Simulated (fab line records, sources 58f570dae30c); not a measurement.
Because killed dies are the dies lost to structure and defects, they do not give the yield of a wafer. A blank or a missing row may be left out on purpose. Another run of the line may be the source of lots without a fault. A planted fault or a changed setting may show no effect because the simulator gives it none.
The tool behind it: which one? + flow berkeley cmos170 + 14 lots with 42 wafers sampled at 4 steps, on a route of 331 steps

## WHAT EACH GAUGE READ, for each wafer
UCB170_PWELL_THK_MEAS_06.
| lot  | measured    | on            | PWELL_NITRIDE_THK (nm) |
|------|-------------|---------------|------------------------|
| L189 | day 3 23:05 | film metro-04 | 217.4 218.3 216.3      |
| L190 | day 4 08:49 | film metro-01 | 219.9 219.6 220.6      |
| L193 | day 4 18:46 | film metro-04 | 221.2 218.7 221.0      |
| L195 | day 5 15:12 | film metro-03 | 218.3 217.6 217.1      |
| L198 | day 5 19:46 | film metro-03 | 225.1 223.3 221.6      |
| L199 | day 5 19:47 | film metro-04 | 221.6 223.7 223.4      |
| L200 | day 5 19:50 | film metro-03 | 219.9 221.6 220.3      |
| L201 | day 6 07:45 | film metro-04 | 221.0 218.5 219.7      |
| L203 | day 6 16:08 | film metro-04 | 217.9 219.6 219.2      |
| L205 | day 7 08:56 | film metro-01 | 217.6 218.8 217.1      |
| L206 | day 7 08:58 | film metro-03 | 223.3 221.5 222.0      |
| L207 | day 7 19:10 | film metro-01 | 217.7 219.6 218.5      |
| L209 | day 8 01:49 | film metro-04 | 216.0 217.5 218.8      |
| L208 | day 8 01:47 | film metro-01 | 220.9 223.8 222.2      |

UCB170_WELLDRIVE_THK_MEAS_02.
| lot  | measured    | on            | WELLDRIVE_OXIDE_THK (nm) |
|------|-------------|---------------|--------------------------|
| L189 | day 4 13:08 | film metro-04 | 200 198 199              |
| L190 | day 5 00:17 | film metro-01 | 204 199 205              |
| L193 | day 5 08:14 | film metro-02 | 201 199 197              |
| L195 | day 6 04:35 | film metro-04 | 196 196 200              |
| L198 | day 6 10:28 | film metro-01 | 203 199 201              |
| L199 | day 6 10:31 | film metro-04 | 196 199 198              |
| L200 | day 6 10:32 | film metro-01 | 195 194 197              |
| L201 | day 6 21:57 | film metro-04 | 201 198 201              |
| L203 | day 7 07:49 | film metro-01 | 198 196 197              |
| L207 | day 8 10:28 | film metro-02 | 197 198 198              |
| L209 | day 8 19:51 | film metro-04 | 196 196 198              |
| L208 | day 8 19:50 | film metro-01 | 196 194 195              |

## WHAT TOOL EACH LOT RAN ON (gives the tool, then ch and the chambers of the sampled wafers, and finally the start)
| lot  | UCB170_ZERO_ETCH_06               | UCB170_PWELL_STRIP_16               |
|------|-----------------------------------|-------------------------------------|
| L189 | rie diel-01 ch 1,2,3, day 2 13:02 | plasma asher-03 ch 0,1, day 4 00:37 |
| L190 | rie diel-02 ch 0,1,3, day 2 21:08 | plasma asher-03 ch 0,1, day 4 12:13 |
| L193 | rie diel-02 ch 0,2, day 3 10:35   | plasma asher-04 ch 0,1, day 4 20:47 |
| L195 | rie diel-03 ch 2,3, day 3 19:11   | plasma asher-03 ch 0,1, day 5 16:42 |
| L198 | rie diel-01 ch 1,2,3, day 4 08:48 | plasma asher-03 ch 0,1, day 5 20:56 |
| L199 | rie diel-02 ch 0,1,2, day 4 15:49 | plasma asher-03 ch 0,1, day 5 21:40 |
| L200 | rie diel-02 ch 1,2,3, day 4 19:34 | plasma asher-01 ch 0,1, day 5 21:58 |
| L201 | rie diel-02 ch 0,1,3, day 5 00:45 | plasma asher-01 ch 0,1, day 6 09:05 |
| L203 | rie diel-01 ch 1,2, day 5 08:11   | plasma asher-04 ch 0,1, day 6 17:41 |
| L205 | rie diel-03 ch 0,1,2, day 5 23:23 | plasma asher-04 ch 0,1, day 7 10:49 |
| L206 | rie diel-01 ch 0,2, day 5 23:47   | plasma asher-03 ch 0,1, day 7 10:59 |
| L207 | rie diel-01 ch 1,2, day 6 06:47   | plasma asher-03 ch 0,1, day 7 20:29 |
| L209 | rie diel-01 ch 0,1, day 6 14:16   | plasma asher-01 ch 0,1, day 8 03:04 |
| L208 | rie diel-03 ch 0,3, day 6 14:41   | plasma asher-03 ch 0,1, day 8 03:22 |
- UCB170_ZERO_ETCH_06: etches SiO2 in CHF3/CF4/Ar, time 12 s.
- UCB170_PWELL_STRIP_16: strips in O2.

## WHAT THE TOOLS THEMSELVES READ (means of the sampled wafers that have a number; where no wafer has one, the mark that the record gives instead)
UCB170_ZERO_ETCH_06.
| lot  | tool        | chamber pressure mTorr (mTorr) | drypump motor current A (A) | oes product au (a.u.) | throttle valve pct (%) |
|------|-------------|--------------------------------|-----------------------------|-----------------------|------------------------|
| L189 | rie diel-01 | 100.00                         | 6.1                         | 0.621                 | 9.19                   |
| L190 | rie diel-02 | 100.00                         | 5.3                         | 0.624                 | 9.34                   |
| L193 | rie diel-02 | 99.92                          | 5.6                         | 0.614                 | 9.11                   |
| L195 | rie diel-03 | 99.95                          | 5.6                         | 0.627                 | 9.03                   |
| L198 | rie diel-01 | 100.05                         | 6.1                         | 0.622                 | 9.19                   |
| L199 | rie diel-02 | 100.02                         | 5.7                         | 0.625                 | 9.22                   |
| L200 | rie diel-02 | 100.02                         | 5.5                         | 0.617                 | 9.23                   |
| L201 | rie diel-02 | 99.98                          | 5.3                         | 0.627                 | 9.34                   |
| L203 | rie diel-01 | 100.00                         | 6.3                         | 0.627                 | 9.16                   |
| L205 | rie diel-03 | 100.00                         | 5.4                         | 0.623                 | 9.20                   |
| L206 | rie diel-01 | 99.99                          | 6.2                         | 0.615                 | 9.27                   |
| L207 | rie diel-01 | 100.06                         | 6.2                         | 0.612                 | 9.16                   |
| L209 | rie diel-01 | 100.04                         | 6.1                         | 0.614                 | 9.38                   |
| L208 | rie diel-03 | 99.98                          | 5.2                         | 0.617                 | 9.27                   |

UCB170_PWELL_STRIP_16.
| lot  | tool            | chamber pressure mTorr (mTorr) | drypump motor current A (A) | oes product au (a.u.) | strip time to endpoint s (s) |
|------|-----------------|--------------------------------|-----------------------------|-----------------------|------------------------------|
| L189 | plasma asher-03 | 3500                           | 5.8                         | 0.719                 | 18.13                        |
| L190 | plasma asher-03 | 3501                           | 5.8                         | 0.721                 | 18.06                        |
| L193 | plasma asher-04 | 3503                           | 6.0                         | 0.724                 | 18.10                        |
| L195 | plasma asher-03 | 3501                           | 5.8                         | 0.728                 | 18.04                        |
| L198 | plasma asher-03 | 3500                           | 5.4                         | 0.723                 | 17.95                        |
| L199 | plasma asher-03 | 3502                           | 5.8                         | 0.722                 | 18.10                        |
| L200 | plasma asher-01 | 3503                           | 5.9                         | 0.723                 | 18.08                        |
| L201 | plasma asher-01 | 3500                           | 5.9                         | 0.721                 | 18.19                        |
| L203 | plasma asher-04 | 3499                           | 5.9                         | 0.724                 | 18.04                        |
| L205 | plasma asher-04 | -                              | -                           | -                     | -                            |
| L206 | plasma asher-03 | -                              | -                           | -                     | -                            |
| L207 | plasma asher-03 | 3498                           | 5.4                         | 0.721                 | 18.16                        |
| L209 | plasma asher-01 | 3501                           | 5.9                         | 0.721                 | 18.13                        |
| L208 | plasma asher-03 | 3501                           | 5.4                         | 0.721                 | 18.17                        |

## THE ANSWER, worked out from the rows above alone
Rule: usual is defined by the lots themselves. The widest of any qualifying gaps counts: lots, ordered by their means at a reading, are off when they make up no more than a third of the lots, leave a main group of 4 or more, and stand apart from it by 3 or more times the standard deviation of that group's means. The tables above print the reading to a certain number of digits; a main group whose means all agree to those digits is not used. A lot without any number at a reading at which 4 lots or more have one is off too. Where the step has rows for the other lots, those lots are counted as sound. First the gauges in route order, then the tools' own readings, where a lot's mean is used as printed above. The first step at which some lot is off is used, and at that step the reading that is off furthest; a lot without a number counts as furthest.
Off at UCB170_PWELL_STRIP_16 (chamber pressure mTorr): L205, L206. Without a number there: L205, L206. The main group has a mean of 3501 mTorr with a standard deviation of 1.4.
If a tool, at that step or one of the process steps before it, ran each lot that is off and ran no sound lot following the first of them, it fits. Not one of the candidates tried fits.

## WHAT HAD BEEN PUT IN BY THE SIMULATOR
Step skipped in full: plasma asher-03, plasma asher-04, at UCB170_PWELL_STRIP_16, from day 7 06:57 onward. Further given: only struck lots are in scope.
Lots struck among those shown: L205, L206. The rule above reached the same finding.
